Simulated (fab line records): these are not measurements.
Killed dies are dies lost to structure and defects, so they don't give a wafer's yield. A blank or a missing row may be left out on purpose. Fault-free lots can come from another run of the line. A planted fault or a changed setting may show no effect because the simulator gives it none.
Check for tools in common ; flow rit cmos ; 14 lots, 42 wafers sampled

REASON FOR OPENING
Of 14 lots, 2 have the reading GATE_OXIDE_THK flagged at RIT_GATE_THK_MEAS_07. No-fault wafers: 3.01 nm, standard deviation 0.077.
Rule: a lot gets a flag if all its wafers with a number sit over 4 standard deviations from that mean, or if no wafer of it has a number. All remaining lots are regarded as sound.

lot;measured;on;GATE_OXIDE_THK (nm), wafer by wafer;flag
L280;day 2 17:01;film metro-03;2.93 2.93 2.96;
L282;day 3 02:10;film metro-04;3.01 3.01 2.97;
L283;day 3 06:21;film metro-02;3.08 3.06 3.11;
L284;day 3 11:41;film metro-04;3.02 3.03 3.03;
L285;day 3 16:22;film metro-03;2.97 2.92 2.87;
L288;day 4 07:47;film metro-03;3.02 3.01 2.94;
L289;day 4 11:48;film metro-03;2.82 2.86 2.87;
L290;day 4 18:43;film metro-02;3.12 3.06 3.04;
L291;day 4 22:04;film metro-02;3.08 3.01 3.09;
L292;day 5 04:34;film metro-04;3.42 3.46 3.42;FLAGGED
L298;day 6 14:46;film metro-03;3.36 3.32 3.42;FLAGGED
L299;day 6 18:43;film metro-03;3.04 3.02 3.03;
L300;day 7 01:35;film metro-03;3.06 2.97 2.90;
L302;day 7 11:55;film metro-02;3.04 2.99 2.98;
On average the flagged lots' numbers are 3.40 nm, which is +0.39 nm against the usual, or +5 standard deviations.

LOT BY LOT: THE TOOL USED
The record keeps 1 process step preceding the reading, out of 202 steps on the route. Read each cell as the tool, then ch plus the chambers that the sampled wafers visited, then the start.
lot;flag;RIT_GATE_OXIDATION_05
L280;;furnace-02 ch 0, day 2 15:41
L282;;furnace-03 ch 0, day 3 00:50
L283;;furnace-03 ch 0, day 3 05:01
L284;;furnace-03 ch 0, day 3 10:20
L285;;furnace-01 ch 0, day 3 15:03
L288;;furnace-01 ch 0, day 4 05:18
L289;;furnace-02 ch 0, day 4 10:05
L290;;furnace-03 ch 0, day 4 17:23
L291;;furnace-03 ch 0, day 4 20:41
L292;FLAGGED;furnace-03 ch 0, day 5 02:50
L298;FLAGGED;furnace-03 ch 0, day 6 13:26
L299;;furnace-02 ch 0, day 6 17:23
L300;;furnace-02 ch 0, day 6 21:34
L302;;furnace-02 ch 0, day 7 10:29
These steps, and what they do:
- RIT_GATE_OXIDATION_05: target thk 3 nm, ox time 270 s.
- RIT_GATE_THK_MEAS_07

FLAGGED AGAINST TOTAL, ONE TOOL AT A TIME (gauges that did the reading follow at the end)
step;tool;lots run;flagged;share of the flagged lots;sound lots run after its first flagged lot
RIT_GATE_OXIDATION_05;furnace-01;2;0;none;-
RIT_GATE_OXIDATION_05;furnace-02;5;0;none;-
RIT_GATE_OXIDATION_05;furnace-03;7;2;all;0
RIT_GATE_THK_MEAS_07;film metro-02;4;0;none;-
RIT_GATE_THK_MEAS_07;film metro-03;7;1;some;2 (L299,L300)
RIT_GATE_THK_MEAS_07;film metro-04;3;1;some;0

WHAT IS ALLOWED BY THE TABLE
All flagged lots share 1 row of the table, namely furnace-03 at RIT_GATE_OXIDATION_05.
- furnace-03 at RIT_GATE_OXIDATION_05 ran 7 lots, 2 of them flagged. Its last sound lot is L291 (day 4 20:41), its first flagged lot L292 (day 5 02:50): a fault that began between those two fits.
One tool is left: furnace-03 at RIT_GATE_OXIDATION_05.

WHAT THE SIMULATOR PUT IN
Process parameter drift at RIT_GATE_OXIDATION_05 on furnace-03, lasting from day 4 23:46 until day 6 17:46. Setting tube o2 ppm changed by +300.
Shown lots that were struck: L292, L298. The same result came from the rule above.
